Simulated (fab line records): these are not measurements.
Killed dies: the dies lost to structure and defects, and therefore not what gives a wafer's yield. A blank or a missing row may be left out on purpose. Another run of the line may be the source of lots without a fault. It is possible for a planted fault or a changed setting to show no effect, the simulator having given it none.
fab line records + flow ritCmos
[record]
- lots = 15
- wafers = 45
- lastDay = 7
route steps=202 shown PWELL@47 NRETRO@59 GATE@96 M1@185
lots untouched by any fault: they come from a run of this same line in which no faults occurred
startH: hours from the record's opening day to when the first of the lot's shown wafers began + waitH: hours elapsed since this lot's preceding step + " unchanged from the row above + L1.1+2: a row that stands for several wafers + - either no value or no given start + * or withheld: withheld + < > ~ a bound
route shown NAME@n: NAME is a module with steps in the file, n the number in the route of the first one + usual: the fault-free wafers' mean and standard deviation + same: alike in all rows + chamber/n: place in a boat + sites: each site's reading + _std_site: standard deviation of those values + _edge_site: the outer-site mean with the inner-site mean subtracted + radiusMm: for every site, how far away it sits from the centre of the wafer + mask NAME#n: copy n + behind: the tool/chamber that last shaped the wafer + hold: why the lot went on hold/how many hours it stayed there/how the hold came to an end + device: the transistor (n, p or np) that didn't switch + end of line: the same wafers' tests at the end of the route + where a step has no rows: the recipe by itself + killed: dies that structure and defects cost at the first sort, which is not the same as the wafer's yield + map: a wafer's dies, x killed, . not, _ none there
set.NAME: setting as actually run; set.NAME@STEP: the setting as run at that earlier step + model.NAME: the simulator's own value behind a step, which no gauge read
steps of the route over a sample of lots; a table a step, a row a wafer
services: a tool's chamber out of use, with start hour (startH, from the record's first day; less than 0 if before it), hours out, and reason
[[steps]]
[step RIT_PWELL_IMPLANT_08]
[recipe]
- species = B
- energyKev = 170
- doseCm2 = 7e+13
- tiltDeg = 7
[usual]
- beamEnergyKeV = 170.00/0.052
- faradayCurrentUA = 222/4.2
| lot.wafer | tool         | chamber | startH | waitH | beamEnergyKeV | faradayCurrentUA |
|-----------|--------------|---------|--------|-------|---------------|------------------|
| L677.1    | implanter-03 | 0       | 23.67  | 0.2   | 169.94        | 228              |
| L677.4    | "            | 0       | "      | "     | 169.91        | 214              |
| L677.5    | "            | 0       | "      | "     | 169.95        | 224              |
| L678.2    | implanter-04 | 0       | 30.17  | 0.2   | 170.05        | 222              |
| L678.3    | "            | 0       | "      | "     | 170.06        | 229              |
| L678.6    | "            | 0       | "      | "     | 169.98        | 224              |
| L679.1    | implanter-03 | 0       | 34.28  | 0.2   | 169.95        | 218              |
| L679.2    | "            | 0       | "      | "     | 169.99        | 222              |
| L679.3    | "            | 0       | "      | "     | 170.03        | 218              |
| L680.2    | implanter-04 | 0       | 38.23  | 0.2   | 170.03        | 221              |
| L680.5    | "            | 0       | "      | "     | 169.93        | 220              |
| L680.6    | "            | 0       | "      | "     | 169.98        | 228              |
| L681.1    | implanter-04 | 0       | 42.21  | 0.2   | 170.00        | 218              |
| L681.2    | "            | 0       | "      | "     | 170.05        | 226              |
| L681.5    | "            | 0       | "      | "     | 170.08        | 221              |
| L682.3    | implanter-01 | 0       | 47.19  | 0.2   | 170.05        | 219              |
| L682.5    | "            | 0       | "      | "     | 169.91        | 225              |
| L682.6    | "            | 0       | "      | "     | 169.95        | 225              |
| L684.1    | implanter-01 | 0       | 58.71  | 0.2   | 169.93        | 224              |
| L684.2    | "            | 0       | "      | "     | 170.05        | 222              |
| L684.5    | "            | 0       | "      | "     | 170.03        | 223              |
| L685.1    | implanter-03 | 0       | 66.67  | 0.2   | 170.06        | 223              |
| L685.4    | "            | 0       | "      | "     | 170.06        | 213              |
| L685.5    | "            | 0       | "      | "     | 170.04        | 223              |
| L687.1    | implanter-04 | 0       | 72.22  | 0.2   | 169.95        | 222              |
| L687.3    | "            | 0       | "      | "     | 169.93        | 223              |
| L687.5    | "            | 0       | "      | "     | 170.00        | 218              |
| L688.1    | implanter-04 | 0       | 81.47  | 0.2   | 169.91        | 225              |
| L688.5    | "            | 0       | "      | "     | 169.89        | 226              |
| L688.6    | "            | 0       | "      | "     | 169.86        | 219              |
| L689.1    | implanter-03 | 0       | 87.28  | 0.2   | 169.96        | 221              |
| L689.3    | "            | 0       | "      | "     | 169.99        | 220              |
| L689.4    | "            | 0       | "      | "     | 169.95        | 229              |
| L690.2    | implanter-04 | 0       | 87.42  | 0.2   | 170.00        | 220              |
| L690.4    | "            | 0       | "      | "     | 170.02        | 220              |
| L690.5    | "            | 0       | "      | "     | 170.01        | 224              |
| L690.2    | implanter-04 | 0       | 87.73  | 0.3   | 170.02        | 226              |
| L690.4    | "            | 0       | "      | "     | 170.02        | 232              |
| L690.5    | "            | 0       | "      | "     | 170.11        | 217              |
| L691.4    | implanter-03 | 0       | 94.06  | 0.2   | 170.08        | 217              |
| L691.5    | "            | 0       | "      | "     | 169.99        | 232              |
| L691.6    | "            | 0       | "      | "     | 170.03        | 228              |
| L694.2    | implanter-01 | 0       | 112.96 | 0.2   | 169.94        | 221              |
| L694.3    | "            | 0       | "      | "     | 169.91        | 224              |
| L694.4    | "            | 0       | "      | "     | 169.87        | 219              |
| L694.2    | implanter-01 | 0       | 113.28 | 0.3   | 169.98        | 223              |
| L694.3    | "            | 0       | "      | "     | 170.05        | 216              |
| L694.4    | "            | 0       | "      | "     | 169.94        | 220              |
| L695.3    | implanter-04 | 0       | 113.23 | 0.2   | 169.97        | 220              |
| L695.4    | "            | 0       | "      | "     | 169.87        | 227              |
| L695.5    | "            | 0       | "      | "     | 169.97        | 219              |
| L695.3    | implanter-04 | 0       | 113.55 | 0.3   | 169.99        | 227              |
| L695.4    | "            | 0       | "      | "     | 170.04        | 221              |
| L695.5    | "            | 0       | "      | "     | 169.98        | 221              |
[step RIT_PWELL_TW_MEAS_10]
[usual]
- PWELL_TW = 952/4.9
| lot.wafer | tool         | chamber | startH | waitH | PWELL_TW |
|-----------|--------------|---------|--------|-------|----------|
| L677.1    | filmMetro-01 | -       | 23.99  | 0.1   | 960      |
| L677.4    | "            | -       | "      | "     | 953      |
| L677.5    | "            | -       | "      | "     | 957      |
| L678.2    | filmMetro-01 | -       | 30.48  | 0.1   | 956      |
| L678.3    | "            | -       | "      | "     | 959      |
| L678.6    | "            | -       | "      | "     | 958      |
| L679.1    | filmMetro-04 | -       | 34.60  | 0.1   | 955      |
| L679.2    | "            | -       | "      | "     | 954      |
| L679.3    | "            | -       | "      | "     | 955      |
| L680.2    | filmMetro-04 | -       | 38.54  | 0.1   | 954      |
| L680.5    | "            | -       | "      | "     | 961      |
| L680.6    | "            | -       | "      | "     | 962      |
| L681.1    | filmMetro-02 | -       | 42.53  | 0.1   | 947      |
| L681.2    | "            | -       | "      | "     | 955      |
| L681.5    | "            | -       | "      | "     | 949      |
| L682.3    | filmMetro-01 | -       | 47.48  | 0.1   | 955      |
| L682.5    | "            | -       | "      | "     | 960      |
| L682.6    | "            | -       | "      | "     | 953      |
| L684.1    | filmMetro-01 | -       | 59.03  | 0.1   | 952      |
| L684.2    | "            | -       | "      | "     | 949      |
| L684.5    | "            | -       | "      | "     | 952      |
| L685.1    | filmMetro-04 | -       | 67.00  | 0.1   | 944      |
| L685.4    | "            | -       | "      | "     | 948      |
| L685.5    | "            | -       | "      | "     | 944      |
| L687.1    | filmMetro-04 | -       | 72.55  | 0.1   | 950      |
| L687.3    | "            | -       | "      | "     | 949      |
| L687.5    | "            | -       | "      | "     | 946      |
| L688.1    | filmMetro-01 | -       | 81.79  | 0.1   | 949      |
| L688.5    | "            | -       | "      | "     | 952      |
| L688.6    | "            | -       | "      | "     | 949      |
| L689.1    | filmMetro-04 | -       | 87.60  | 0.1   | 954      |
| L689.3    | "            | -       | "      | "     | 950      |
| L689.4    | "            | -       | "      | "     | 951      |
| L690.2    | filmMetro-01 | -       | 88.04  | 0.1   | 1189     |
| L690.4    | "            | -       | "      | "     | 1191     |
| L690.5    | "            | -       | "      | "     | 1191     |
| L691.4    | filmMetro-02 | -       | 94.34  | 0.1   | 950      |
| L691.5    | "            | -       | "      | "     | 949      |
| L691.6    | "            | -       | "      | "     | 949      |
| L694.2    | filmMetro-02 | -       | 113.59 | 0.1   | 1185     |
| L694.3    | "            | -       | "      | "     | 1186     |
| L694.4    | "            | -       | "      | "     | 1183     |
| L695.3    | filmMetro-01 | -       | 113.84 | 0.1   | 1191     |
| L695.4    | "            | -       | "      | "     | 1190     |
| L695.5    | "            | -       | "      | "     | 1190     |
[step RIT_WELLDRIVE_RS_MEAS_02]
[recipe]
- thkMeasGauge = four-point-probe
[usual]
- PWELL_RS = 429.1/1.1
| lot.wafer | tool         | chamber | startH | waitH | PWELL_RS[ohm/sq] |
|-----------|--------------|---------|--------|-------|------------------|
| L677.1    | filmMetro-02 | -       | 29.25  | 0.1   | 427.7            |
| L677.4    | "            | -       | "      | "     | 428.8            |
| L677.5    | "            | -       | "      | "     | 429.3            |
| L678.2    | filmMetro-04 | -       | 35.76  | 0.1   | 429.4            |
| L678.3    | "            | -       | "      | "     | 431.4            |
| L678.6    | "            | -       | "      | "     | 429.7            |
| L679.1    | filmMetro-04 | -       | 39.87  | 0.1   | 429.7            |
| L679.2    | "            | -       | "      | "     | 427.2            |
| L679.3    | "            | -       | "      | "     | 429.1            |
| L680.2    | filmMetro-02 | -       | 43.81  | 0.1   | 428.4            |
| L680.5    | "            | -       | "      | "     | 427.6            |
| L680.6    | "            | -       | "      | "     | 428.3            |
| L681.1    | filmMetro-04 | -       | 47.79  | 0.1   | 429.6            |
| L681.2    | "            | -       | "      | "     | 429.5            |
| L681.5    | "            | -       | "      | "     | 429.6            |
| L682.3    | filmMetro-02 | -       | 53.13  | 0.1   | 428.0            |
| L682.5    | "            | -       | "      | "     | 428.7            |
| L682.6    | "            | -       | "      | "     | 428.8            |
| L684.1    | filmMetro-02 | -       | 64.30  | 0.1   | 431.8            |
| L684.2    | "            | -       | "      | "     | 430.1            |
| L684.5    | "            | -       | "      | "     | 430.4            |
| L685.1    | filmMetro-01 | -       | 72.26  | 0.1   | 427.6            |
| L685.4    | "            | -       | "      | "     | 426.2            |
| L685.5    | "            | -       | "      | "     | 429.0            |
| L687.1    | filmMetro-02 | -       | 79.53  | 0.1   | 428.6            |
| L687.3    | "            | -       | "      | "     | 429.0            |
| L687.5    | "            | -       | "      | "     | 429.2            |
| L688.1    | filmMetro-02 | -       | 87.46  | 0.1   | 429.6            |
| L688.5    | "            | -       | "      | "     | 430.1            |
| L688.6    | "            | -       | "      | "     | 428.8            |
| L689.1    | filmMetro-01 | -       | 92.87  | 0.1   | 429.3            |
| L689.3    | "            | -       | "      | "     | 429.7            |
| L689.4    | "            | -       | "      | "     | 429.7            |
| L690.2    | filmMetro-01 | -       | 93.88  | 0.1   | 280.2            |
| L690.4    | "            | -       | "      | "     | 279.7            |
| L690.5    | "            | -       | "      | "     | 280.4            |
| L691.4    | filmMetro-02 | -       | 100.32 | 0.1   | 427.4            |
| L691.5    | "            | -       | "      | "     | 429.1            |
| L691.6    | "            | -       | "      | "     | 428.3            |
| L694.2    | filmMetro-02 | -       | 118.91 | 0.1   | 279.2            |
| L694.3    | "            | -       | "      | "     | 279.7            |
| L694.4    | "            | -       | "      | "     | 278.7            |
| L695.3    | filmMetro-02 | -       | 123.78 | 0.2   | 280.8            |
| L695.4    | "            | -       | "      | "     | 280.3            |
| L695.5    | "            | -       | "      | "     | 280.7            |
[step RIT_NRETRO_OVL_MEAS_06]
[usual]
- NRETRO_OVL = 1.1/1.4
| lot.wafer | tool       | chamber | startH | waitH | NRETRO_OVL[nm] |
|-----------|------------|---------|--------|-------|----------------|
| L677.1    | overlay-01 | -       | 30.46  | -     | 4.8            |
| L677.4    | "          | -       | "      | "     | 5.3            |
| L677.5    | "          | -       | "      | "     | 2.2            |
| L678.2    | overlay-02 | -       | 36.84  | -     | 1.6            |
| L678.3    | "          | -       | "      | "     | 0.8            |
| L678.6    | "          | -       | "      | "     | 0.7            |
| L679.1    | overlay-02 | -       | 40.99  | -     | 0.6            |
| L679.2    | "          | -       | "      | "     | -0.9           |
| L679.3    | "          | -       | "      | "     | -1.4           |
| L680.2    | overlay-01 | -       | 44.80  | -     | 1.0            |
| L680.5    | "          | -       | "      | "     | 1.3            |
| L680.6    | "          | -       | "      | "     | 0.1            |
| L681.1    | overlay-02 | -       | 48.92  | -     | 1.1            |
| L681.2    | "          | -       | "      | "     | 1.7            |
| L681.5    | "          | -       | "      | "     | -0.6           |
| L682.3    | overlay-01 | -       | 54.30  | -     | -1.3           |
| L682.5    | "          | -       | "      | "     | -0.8           |
| L682.6    | "          | -       | "      | "     | -2.6           |
| L684.1    | overlay-02 | -       | 65.30  | -     | -0.2           |
| L684.2    | "          | -       | "      | "     | -0.3           |
| L684.5    | "          | -       | "      | "     | 1.1            |
| L685.1    | overlay-01 | -       | 73.26  | -     | 2.2            |
| L685.4    | "          | -       | "      | "     | 0.7            |
| L685.5    | "          | -       | "      | "     | 0.8            |
| L687.1    | overlay-02 | -       | 80.53  | -     | 2.5            |
| L687.3    | "          | -       | "      | "     | 3.8            |
| L687.5    | "          | -       | "      | "     | 1.5            |
| L688.1    | overlay-02 | -       | 88.58  | -     | 2.2            |
| L688.5    | "          | -       | "      | "     | 1.4            |
| L688.6    | "          | -       | "      | "     | 3.2            |
| L689.1    | overlay-02 | -       | 93.97  | -     | 0.9            |
| L689.3    | "          | -       | "      | "     | 1.6            |
| L689.4    | "          | -       | "      | "     | 1.9            |
| L690.2    | overlay-01 | -       | 94.99  | -     | 0.7            |
| L690.4    | "          | -       | "      | "     | -0.6           |
| L690.5    | "          | -       | "      | "     | 1.6            |
| L691.4    | overlay-01 | -       | 101.38 | -     | 0.1            |
| L691.5    | "          | -       | "      | "     | 0.7            |
| L691.6    | "          | -       | "      | "     | 0.1            |
| L694.2    | overlay-02 | -       | 120.13 | -     | 0.2            |
| L694.3    | "          | -       | "      | "     | 0.5            |
| L694.4    | "          | -       | "      | "     | 1.2            |
| L695.3    | overlay-02 | -       | 124.86 | -     | -2.3           |
| L695.4    | "          | -       | "      | "     | 1.0            |
| L695.5    | "          | -       | "      | "     | 0.8            |
[step RIT_GATE_STRIP_20]
[recipe]
- chemistry = O2
- timeS = 180
- resist = NOVOLAK
- platenTempC = withheld
- powerW = 500
- pressureMtorr = 4000
- o2FlowSccm = 4000
[usual]
- chamberPressureMTorr = 4000/4.1
- drypumpMotorCurrentA = 5.6/0.47
| lot.wafer | tool           | chamber | startH | waitH | chamberPressureMTorr | drypumpMotorCurrentA | rfHoursCounterH |
|-----------|----------------|---------|--------|-------|----------------------|----------------------|-----------------|
| L677.1    | plasmaAsher-01 | 1       | 38.08  | 0.1   | 4003                 | 4.9                  | 43              |
| L677.4    | "              | 1       | "      | "     | 4007                 | 4.9                  | -               |
| L677.5    | "              | 0       | "      | "     | 4004                 | 5.9                  | -               |
| L678.2    | plasmaAsher-04 | 1       | 44.67  | 0.1   | 3997                 | 5.4                  | 24              |
| L678.3    | "              | 0       | "      | "     | 4003                 | 5.6                  | -               |
| L678.6    | "              | 1       | "      | "     | 4003                 | 5.4                  | -               |
| L679.1    | plasmaAsher-01 | 1       | 48.27  | 0.1   | 3998                 | 4.9                  | 44              |
| L679.2    | "              | 0       | "      | "     | 4001                 | 5.9                  | 44              |
| L679.3    | "              | 0       | "      | "     | 3991                 | 5.9                  | -               |
| L680.2    | plasmaAsher-01 | 1       | 55.55  | 0.1   | 4005                 | 4.9                  | 44              |
| L680.5    | "              | 1       | "      | "     | 3995                 | 4.9                  | -               |
| L680.6    | "              | 0       | "      | "     | 3998                 | 5.9                  | -               |
| L681.1    | plasmaAsher-02 | 0       | 57.45  | 0.1   | 3999                 | 6.6                  | 46              |
| L681.2    | "              | 1       | "      | "     | 4000                 | 5.8                  | 46              |
| L681.5    | "              | 1       | "      | "     | 4002                 | 5.8                  | -               |
| L682.3    | plasmaAsher-04 | 1       | 61.64  | 0.1   | 4001                 | 5.4                  | -               |
| L682.5    | "              | 0       | "      | "     | 3998                 | 5.6                  | -               |
| L682.6    | "              | 1       | "      | "     | 3997                 | 5.4                  | -               |
| L684.1    | plasmaAsher-02 | 1       | 77.33  | 0.1   | 4003                 | 5.8                  | 49              |
| L684.2    | "              | 0       | "      | "     | 3998                 | 6.5                  | 49              |
| L684.5    | "              | 1       | "      | "     | 4000                 | 5.8                  | -               |
| L685.1    | plasmaAsher-01 | 0       | 82.71  | 0.1   | 3997                 | 5.9                  | 48              |
| L685.4    | "              | 1       | "      | "     | 4002                 | 4.9                  | -               |
| L685.5    | "              | 0       | "      | "     | 3994                 | 5.9                  | -               |
| L687.1    | plasmaAsher-04 | 0       | 88.80  | 0.1   | 3993                 | 5.6                  | 26              |
| L687.3    | "              | 1       | "      | "     | 3998                 | 5.4                  | -               |
| L687.5    | "              | 1       | "      | "     | 4002                 | 5.4                  | -               |
| L688.1    | plasmaAsher-02 | 1       | 100.26 | 0.1   | 4008                 | 5.8                  | 51              |
| L688.5    | "              | 1       | "      | "     | 4005                 | 5.8                  | -               |
| L688.6    | "              | 0       | "      | "     | 4005                 | 6.5                  | -               |
| L689.1    | plasmaAsher-04 | 1       | 101.64 | 0.1   | 4006                 | 5.4                  | 28              |
| L689.3    | "              | 1       | "      | "     | 4003                 | 5.4                  | -               |
| L689.4    | "              | 0       | "      | "     | 4001                 | 5.6                  | -               |
| L690.2    | plasmaAsher-02 | 0       | 102.62 | 0.1   | 4004                 | 6.6                  | 51              |
| L690.4    | "              | 0       | "      | "     | 3996                 | 6.5                  | -               |
| L690.5    | "              | 0       | "      | "     | 3998                 | 6.5                  | -               |
| L691.4    | plasmaAsher-04 | 0       | 110.74 | 0.1   | 4000                 | 5.6                  | -               |
| L691.5    | "              | 0       | "      | "     | 3997                 | 5.7                  | -               |
| L691.6    | "              | 1       | "      | "     | 4000                 | 5.4                  | -               |
| L694.2    | plasmaAsher-04 | 0       | 128.49 | 0.1   | 3999                 | 5.6                  | 31              |
| L694.3    | "              | 1       | "      | "     | 4001                 | 5.4                  | -               |
| L694.4    | "              | 0       | "      | "     | 4003                 | 5.6                  | -               |
| L695.3    | plasmaAsher-04 | 0       | 134.49 | 0.1   | 4005                 | 5.6                  | -               |
| L695.4    | "              | 1       | "      | "     | 4001                 | 5.4                  | -               |
| L695.5    | "              | 0       | "      | "     | 4005                 | 5.6                  | -               |
[step RIT_M1_RS_MEAS_01]
[recipe]
- thkMeasGauge = four-point-probe
- reads = Al_of_M1_SPUTTER_00
[usual]
- M1_AL_RS = 0.0780/0.00096
| lot.wafer | tool         | chamber | startH | waitH | M1_AL_RS[ohm/sq] |
|-----------|--------------|---------|--------|-------|------------------|
| L677.1    | filmMetro-04 | -       | 53.71  | 0.2   | 0.0773           |
| L677.4    | "            | -       | "      | "     | 0.0790           |
| L677.5    | "            | -       | "      | "     | 0.0779           |
| L678.2    | filmMetro-04 | -       | 60.36  | 0.2   | 0.0777           |
| L678.3    | "            | -       | "      | "     | 0.0779           |
| L678.6    | "            | -       | "      | "     | 0.0785           |
| L679.1    | filmMetro-04 | -       | 65.14  | 0.2   | 0.0781           |
| L679.2    | "            | -       | "      | "     | 0.0772           |
| L679.3    | "            | -       | "      | "     | 0.0772           |
| L680.2    | filmMetro-03 | -       | 72.53  | 0.2   | 0.0763           |
| L680.5    | "            | -       | "      | "     | 0.0761           |
| L680.6    | "            | -       | "      | "     | 0.0776           |
| L681.1    | filmMetro-04 | -       | 74.47  | 0.2   | 0.0783           |
| L681.2    | "            | -       | "      | "     | 0.0780           |
| L681.5    | "            | -       | "      | "     | 0.0783           |
| L682.3    | filmMetro-01 | -       | 77.97  | 0.2   | 0.0771           |
| L682.5    | "            | -       | "      | "     | 0.0773           |
| L682.6    | "            | -       | "      | "     | 0.0771           |
| L684.1    | filmMetro-04 | -       | 93.27  | 0.2   | 0.0781           |
| L684.2    | "            | -       | "      | "     | 0.0772           |
| L684.5    | "            | -       | "      | "     | 0.0790           |
| L685.1    | filmMetro-04 | -       | 98.40  | 0.2   | 0.0761           |
| L685.4    | "            | -       | "      | "     | 0.0787           |
| L685.5    | "            | -       | "      | "     | 0.0766           |
| L687.1    | filmMetro-04 | -       | 105.69 | 0.2   | 0.0785           |
| L687.3    | "            | -       | "      | "     | 0.0793           |
| L687.5    | "            | -       | "      | "     | 0.0792           |
| L688.1    | filmMetro-03 | -       | 118.41 | 0.2   | 0.0777           |
| L688.5    | "            | -       | "      | "     | 0.0783           |
| L688.6    | "            | -       | "      | "     | 0.0772           |
| L689.1    | filmMetro-01 | -       | 121.39 | 0.2   | 0.0802           |
| L689.3    | "            | -       | "      | "     | 0.0772           |
| L689.4    | "            | -       | "      | "     | 0.0790           |
| L690.2    | filmMetro-01 | -       | 122.43 | 0.2   | 0.0786           |
| L690.4    | "            | -       | "      | "     | 0.0775           |
| L690.5    | "            | -       | "      | "     | 0.0789           |
| L691.4    | filmMetro-01 | -       | 126.90 | 0.2   | 0.0789           |
| L691.5    | "            | -       | "      | "     | 0.0780           |
| L691.6    | "            | -       | "      | "     | 0.0786           |
| L694.2    | filmMetro-04 | -       | 149.16 | 0.2   | 0.0783           |
| L694.3    | "            | -       | "      | "     | 0.0773           |
| L694.4    | "            | -       | "      | "     | 0.0782           |
| L695.3    | filmMetro-04 | -       | 152.76 | 0.2   | 0.0798           |
| L695.4    | "            | -       | "      | "     | 0.0798           |
| L695.5    | "            | -       | "      | "     | 0.0802           |
[step RIT_M1_PROBE_99]
[usual]
- killedAtContacts = 0.1/0.29
- killedAtFrontEnd = 7/3
- killedDies = 7/3
- killedOpen = 3.2/2
- killedShort = 3.5/2.1
[same]
- grossDies = 264
- killed_at_M0_to_M3 = 0
- killed_at_M4_up = 0
- killedAtBackSide = 0
- killedAtOther = 0
| lot.wafer | tool      | chamber | startH | waitH | killedAtContacts | killedAtFrontEnd | killedDies | killedOpen | killedShort |
|-----------|-----------|---------|--------|-------|------------------|------------------|------------|------------|-------------|
| L694.2    | prober-01 | -       | 152.91 | 0.1   | 0                | 5                | 5          | 4          | 1           |
| L694.3    | prober-01 | -       | 152.96 | 0.2   | 0                | 6                | 6          | 4          | 2           |
| L694.4    | prober-01 | -       | 153.01 | 0.2   | 0                | 13               | 13         | 7          | 6           |
| L695.3    | prober-02 | -       | 156.56 | 0.2   | 0                | 3                | 3          | 1          | 2           |
| L695.4    | prober-02 | -       | 156.61 | 0.2   | 0                | 4                | 4          | 1          | 3           |
| L695.5    | prober-02 | -       | 156.66 | 0.2   | 0                | 10               | 10         | 4          | 6           |
// killed by level:class
L694.2 FOX1:geometricParticle:short=1 FOX1:geometricParticle:open=1 GATE:geometricParticle:open=1 SPACER:geometricParticle:open=1 SILICIDE:geometricParticle:open=1
L694.3 GATE:geometricParticle:open=2 FOX1:geometricParticle:open=1 FOX2:geometricParticle:short=1 SPACER:geometricParticle:short=1 SPACER:geometricParticle:open=1
L694.4 GATE:geometricParticle:short=3 GATE:geometricParticle:open=3 FOX1:geometricParticle:short=2 FOX1:geometricParticle:open=2 FOX2:geometricParticle:open=1 REOX:geometricParticle:short=1 REOX:geometricParticle:open=1
L695.3 GATE:geometricParticle:short=1 REOX:geometricParticle:open=1 REOX:geometricParticle:short=1
L695.4 FOX1:geometricParticle:short=2 GATE:geometricParticle:open=1 SPACER:geometricParticle:short=1
L695.5 GATE:geometricParticle:short=3 REOX:geometricParticle:open=2 SPACER:geometricParticle:short=2 FOX1:geometricParticle:open=1 FOX2:geometricParticle:open=1 SILICIDE:geometricParticle:short=1
[[services]]
| tool           | chamber | startH | hours | kind      |
|----------------|---------|--------|-------|-----------|
| plasmaAsher-04 | -       | 28.62  | 1.2   | repair    |
| plasmaAsher-01 | -       | 29.62  | 2.8   | pm        |
| plasmaAsher-04 | -       | 53.58  | 5.2   | repair    |
| implanter-01   | -       | 67.17  | 1.5   | repair    |
| plasmaAsher-04 | -       | 67.21  | 15.6  | pm        |
| implanter-01   | -       | 70.49  | 13.5  | repair    |
| implanter-03   | -       | 72.41  | 9.4   | repair    |
| plasmaAsher-04 | -       | 96.40  | 2.3   | repair    |
| implanter-04   | -       | 103.32 | 1.2   | repair    |
| plasmaAsher-02 | -       | 108.75 | 9.0   | pm        |
| plasmaAsher-02 | 0       | 108.75 | 9.0   | ventCycle |
| plasmaAsher-02 | 1       | 108.75 | 9.0   | ventCycle |
| plasmaAsher-02 | 0       | 117.75 | -     | clean     |
| plasmaAsher-02 | 1       | 117.75 | -     | clean     |
| plasmaAsher-01 | -       | 129.00 | 5.6   | repair    |
[[key]]
[firstSign]
- step = RIT_PWELL_IMPLANT_08
- reading = visit
- direction = added
[effect]
- step = RIT_PWELL_TW_MEAS_10
- reading = PWELL_TW
- direction = up
- sigmas = 48
- usual = 952
- struck = 1189
[effect]
- step = RIT_WELLDRIVE_RS_MEAS_02
- reading = PWELL_RS
- direction = down
- sigmas = 99+
- usual = 429.1
- struck = 280.0
metAt RIT_PWELL_IMPLANT_08
struckLots L690,L694,L695
testerLeftOut L690,L694,L695
notActingAt RIT_NRETRO_OVL_MEAS_06,RIT_GATE_STRIP_20,RIT_M1_RS_MEAS_01
[fault]
- kind = repeatedStepWhole
- tool = implanter-01,implanter-03,implanter-04
- chamber = -
- onsetH = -
- steps = RIT_PWELL_IMPLANT_08
- times = 1
- scope = struckLotsOnly
// testerLeftOut: of these lots the tester's yield and bins aren't shown, on N5 and GAA mostly nor the transistor test; their killed dies are dies lost to structure and defects alone, not to doping, threshold or leakage, so they don't give the yield
